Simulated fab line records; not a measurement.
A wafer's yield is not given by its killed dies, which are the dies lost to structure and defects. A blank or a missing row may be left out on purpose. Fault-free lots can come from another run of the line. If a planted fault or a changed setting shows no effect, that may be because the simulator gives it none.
fab line records | flow berkeley_cmos170 | part 2 of 2: steps 31 to 39 of 39
[record] lots = 5 wafers = 15 last_day = 12
route steps=331 shown BACKSIDE@199 SDANNEAL@204 PSD@206 NSD@207 PLDD@208 NLDD@209 SILICIDE@210 CONTACT@216
lots with no fault: from the same line, run without faults
start_h: hours from the record's first day to the start of the lot's first wafer shown | wait_h: how many hours have passed since the lot's step before this one | " repeats the value in the row above | L1.1+2: a single row standing in for several wafers | - no value, or no start given | * or withheld: withheld | < > ~ a bound
route shown NAME@n: names a module that has steps shown in the file, with the first one's number in the route | usual: mean/standard deviation of fault-free wafers | same: alike in all rows | chamber/n: place in a boat | sites: readings site by site | _std_site: standard deviation across them | _edge_site: mean of outer sites minus mean of inner sites | radius_mm: how far each site lies from the wafer's centre | mask NAME#n: copy n | behind: the most recent tool/chamber to have shaped the wafer | hold: the reason the lot was held/the length of the hold in hours/how it ended | device: the n, p or np transistor that did not switch | end of line: at the end of the route, the tests of the same wafers | where a step has no rows: the recipe by itself | killed: at the first sort, the dies lost to defects and structure; wafer yield is something else | map: per-die view of a wafer (x killed, . not killed, _ where there is no die)
set.NAME: the setting as run; set.NAME@STEP: as run at that earlier step | model.NAME: the simulator's own value behind a step, which no gauge read
lots at some steps of the route; a table a step, a row a wafer
services: when a tool's chamber went out of use (start_h, in hours from the record's first day, below 0 if earlier), for how many hours, and the reason
[[steps]]
[step UCB170_CONTACT_PEB_13]
[recipe] peb_temp_c = 130 peb_time_s = withheld resist = KrF
// columns lot.wafer tool chamber start_h wait_h
L074.3+4+6 litho_track-01 0 156.26 0.1
L083.1+3+6 litho_track-01 0 194.65 0.1
L082.1+4+6 litho_track-04 0 194.89 0.1
L084.3+4+6 litho_track-02 0 215.44 1.0
L094.3+4+5 litho_track-01 0 252.28 0.1
[step UCB170_CONTACT_DEVELOP_14]
[recipe] developer = TMAH develop_time_s = 45 resist = KrF dev_temp_c = 21
[usual] developer_temp_C = 21.00/0.1
// columns lot.wafer tool chamber start_h wait_h developer_temp_C
L074.3 litho_track-01 0 - - 21.04
L074.4 " 0 " " 21.16
L074.6 " 0 " " 21.13
L083.1 litho_track-01 0 - - 21.12
L083.3 " 0 " " 21.08
L083.6 " 0 " " 20.95
L082.1 litho_track-04 0 - - 21.11
L082.4 " 0 " " 21.18
L082.6 " 0 " " 21.26
L084.3 litho_track-02 0 - - 20.93
L084.4 " 0 " " 20.84
L084.6 " 0 " " 20.95
L094.3 litho_track-01 0 - - 21.01
L094.4 " 0 " " 21.00
L094.5 " 0 " " 20.95
[step UCB170_CONTACT_CD_MEAS_15]
[recipe] target_cd_nm = 700
[usual] cd_nm = 700.5/1.3
// columns lot.wafer tool chamber start_h wait_h cd_nm
L074.3 cd_sem-02 - 156.52 - 700.1
L074.4 " - " " 699.9
L074.6 " - " " 699.5
L083.1 cd_sem-02 - 194.92 - 698.2
L083.3 " - " " 699.7
L083.6 " - " " 698.2
L082.1 cd_sem-02 - 195.16 - 700.1
L082.4 " - " " 700.5
L082.6 " - " " 700.5
L084.3 cd_sem-01 - 215.71 - 701.2
L084.4 " - " " 700.5
L084.6 " - " " 700.1
L094.3 cd_sem-02 - 252.55 - 699.6
L094.4 " - " " 701.0
L094.5 " - " " 700.7
[step UCB170_CONTACT_OVL_MEAS_16]
[usual] CONTACT_OVL = 1/5.5
// columns lot.wafer tool chamber start_h wait_h CONTACT_OVL[nm]
L074.3 overlay-02 - 156.61 0.1 -4
L074.4 " - " " -8
L074.6 " - " " -5
L083.1 overlay-01 - 195.04 0.1 -5
L083.3 " - " " -3
L083.6 " - " " -5
L082.1 overlay-02 - 195.28 0.1 6
L082.4 " - " " 8
L082.6 " - " " 4
L084.3 overlay-02 - 215.80 0.1 3
L084.4 " - " " -3
L084.6 " - " " 0
L094.3 overlay-01 - 252.64 0.1 9
L094.4 " - " " 5
L094.5 " - " " 4
[step UCB170_CONTACT_ETCH_17]
[recipe] chemistry = N2/H2 target_depth_a = withheld overetch_a = withheld target = BARC time_s = withheld source_w = 500 bias_w = 100 pressure_mtorr = 30 n2_flow_sccm = 100 h2_flow_sccm = 200
[usual] drypump_motor_current_A = 5.6/0.49 oes_product_au = 0.999/0.014 throttle_valve_pct = 13.25/0.17
// columns lot.wafer tool chamber start_h wait_h drypump_motor_current_A oes_product_au throttle_valve_pct
L074.3 rie_diel-04 1 156.64 0.0 5.0 0.968 13.27
L074.4 " 2 " " 5.5 0.974 13.20
L074.6 " 2 " " 5.6 0.988 13.19
L083.1 rie_diel-04 3 195.08 0.0 5.5 1.011 13.31
L083.3 " 0 " " 6.7 1.001 13.36
L083.6 " 0 " " 6.7 1.001 13.34
L082.1 rie_diel-01 2 195.32 0.0 6.0 1.016 13.18
L082.4 " 3 " " 5.1 1.012 12.98
L082.6 " 0 " " 5.6 1.005 13.55
L084.3 rie_diel-02 0 215.82 0.0 4.8 1.015 13.33
L084.4 " 2 " " 5.5 1.002 12.99
L084.6 " 1 " " 5.7 1.004 13.29
L094.3 rie_diel-02 0 252.66 0.0 4.9 1.018 13.32
L094.4 " 1 " " 5.7 1.001 13.29
L094.5 " 3 " " 5.9 0.978 13.51
[step UCB170_CONTACT_ETCH_18]
[recipe] chemistry = CHF3/CF4/Ar target = PSG stop_on = TiSi2 CHF3_flow_sccm = 45 cf4_flow_sccm = 15 Ar_flow_sccm = 150 pressure_mtorr = 200 rf_w = 700 target_depth_a = 8400 over_etch_frac = 0.2 time_s = 195
[usual] drypump_motor_current_A = 5.6/0.49 oes_product_au = 0.893/0.012 throttle_valve_pct = 6.89/0.12
[same] time_s = 195
// columns lot.wafer tool chamber start_h wait_h drypump_motor_current_A oes_product_au rf_hours_counter_h throttle_valve_pct
L074.3 rie_diel-04 1 - - 5.0 0.864 146 6.92
L074.4 " 2 " " 5.6 0.885 71 6.78
L074.6 " 2 " " 5.6 0.876 - 6.77
L083.1 rie_diel-04 3 - - 5.5 0.897 96 6.93
L083.3 " 0 " " 6.8 0.903 22 7.01
L083.6 " 0 " " 6.7 0.906 - 6.99
L082.1 rie_diel-01 2 - - 6.0 0.905 29 6.82
L082.4 " 3 " " 5.1 0.895 89 6.73
L082.6 " 0 " " 5.6 0.880 - 7.07
L084.3 rie_diel-02 0 - - 4.8 0.900 19 6.91
L084.4 " 2 " " 5.5 0.880 108 6.71
L084.6 " 1 " " 5.7 0.890 - 6.94
L094.3 rie_diel-02 0 - - 4.8 0.913 20 6.93
L094.4 " 1 " " 5.8 0.898 5 6.95
L094.5 " 3 " " 5.9 0.886 - 7.09
[step UCB170_CONTACT_STRIP_19]
[recipe] chemistry = O2 power_w = 400 pressure_mtorr = 3500 platen_temp_c = withheld o2_flow_sccm = 400 overash_fraction = 0.5
[usual] drypump_motor_current_A = 5.4/0.49 oes_product_au = 0.725/0.0042
[same] overash_fraction = 0.5
// columns lot.wafer tool chamber start_h wait_h drypump_motor_current_A oes_product_au rf_hours_counter_h
L074.3 plasma_asher-03 1 156.84 - 5.2 0.725 -
L074.4 " 0 " " 5.2 0.725 -
L074.6 " 1 " " 5.2 0.720 -
L083.1 plasma_asher-03 1 195.24 - 5.2 0.733 51
L083.3 " 1 " " 5.2 0.726 -
L083.6 " 1 " " 5.2 0.732 -
L082.1 plasma_asher-01 1 195.49 - 6.6 0.719 9
L082.4 " 1 " " 6.5 0.723 -
L082.6 " 1 " " 6.5 0.727 -
L084.3 plasma_asher-01 1 216.02 - 6.5 0.727 -
L084.4 " 0 " " 5.7 0.734 -
L084.6 " 1 " " 6.5 0.721 -
L094.3 plasma_asher-03 0 252.86 - 5.2 0.718 -
L094.4 " 1 " " 5.2 0.721 -
L094.5 " 1 " " 5.1 0.727 -
[step UCB170_CONTACT_CD_MEAS_90]
[recipe] target_cd_nm = 700
[usual] cd_nm = 700.4/1.5
// columns lot.wafer tool chamber start_h wait_h cd_nm
L074.3 cd_sem-01 - 156.94 0.1 700.6
L074.4 " - " " 700.2
L074.6 " - " " 700.4
L083.1 cd_sem-01 - 195.34 0.1 696.8
L083.3 " - " " 699.3
L083.6 " - " " 697.4
L082.1 cd_sem-01 - 195.59 0.1 700.2
L082.4 " - " " 701.2
L082.6 " - " " 700.8
L084.3 cd_sem-01 - 216.13 0.1 699.2
L084.4 " - " " 701.6
L084.6 " - " " 700.1
L094.3 cd_sem-01 - 252.97 0.1 699.5
L094.4 " - " " 700.1
L094.5 " - " " 699.8
[step UCB170_CONTACT_CLEAN_20]
[recipe] chemistry = SPM temp_c = 120 time_s = 600
[same] time_s = 600
// columns lot.wafer tool chamber start_h wait_h
L074.3+4+6 wet_bench-03 2 157.12 0.2
L083.1+3+6 wet_bench-04 0 195.46 0.1
L082.1+4+6 wet_bench-02 1 195.71 0.1
L084.3+4+6 wet_bench-02 2 219.06 2.9
L094.3+4+5 wet_bench-03 0 253.59 0.6
[[services]]
// columns tool chamber start_h hours kind
rie_diel-01 - 126.91 0.2 repair
krf_scanner-02 - 133.11 0.8 repair
rie_diel-02 2 139.37 2.4 repair
krf_scanner-02 - 141.38 1.3 pm
rie_diel-02 - 142.58 0.1 repair
rie_diel-02 0 143.66 12.6 repair
pvd_sputter-02 - 146.78 9.1 repair
krf_scanner-02 - 149.68 1.0 pm
plasma_asher-04 - 153.10 4.3 pm
krf_scanner-02 - 156.25 0.3 repair
krf_scanner-01 - 172.36 1.0 pm
wet_bench-03 - 194.50 1.9 pm
pvd_sputter-02 3 204.91 - consumable_replace:kit
pvd_sputter-02 3 204.91 18.0 scheduled_down
pvd_sputter-02 3 204.91 18.0 vent_cycle
rie_diel-01 0 209.05 9.8 repair
wet_bench-03 - 214.68 5.2 repair
krf_scanner-02 - 214.71 3.0 pm
rie_diel-02 - 218.60 14.6 pm
pvd_sputter-02 - 226.95 8.3 repair
krf_scanner-02 - 231.60 0.8 pm
krf_scanner-02 - 233.50 4.4 pm
krf_scanner-01 - 233.51 2.6 repair
rie_diel-04 0 234.33 7.2 repair
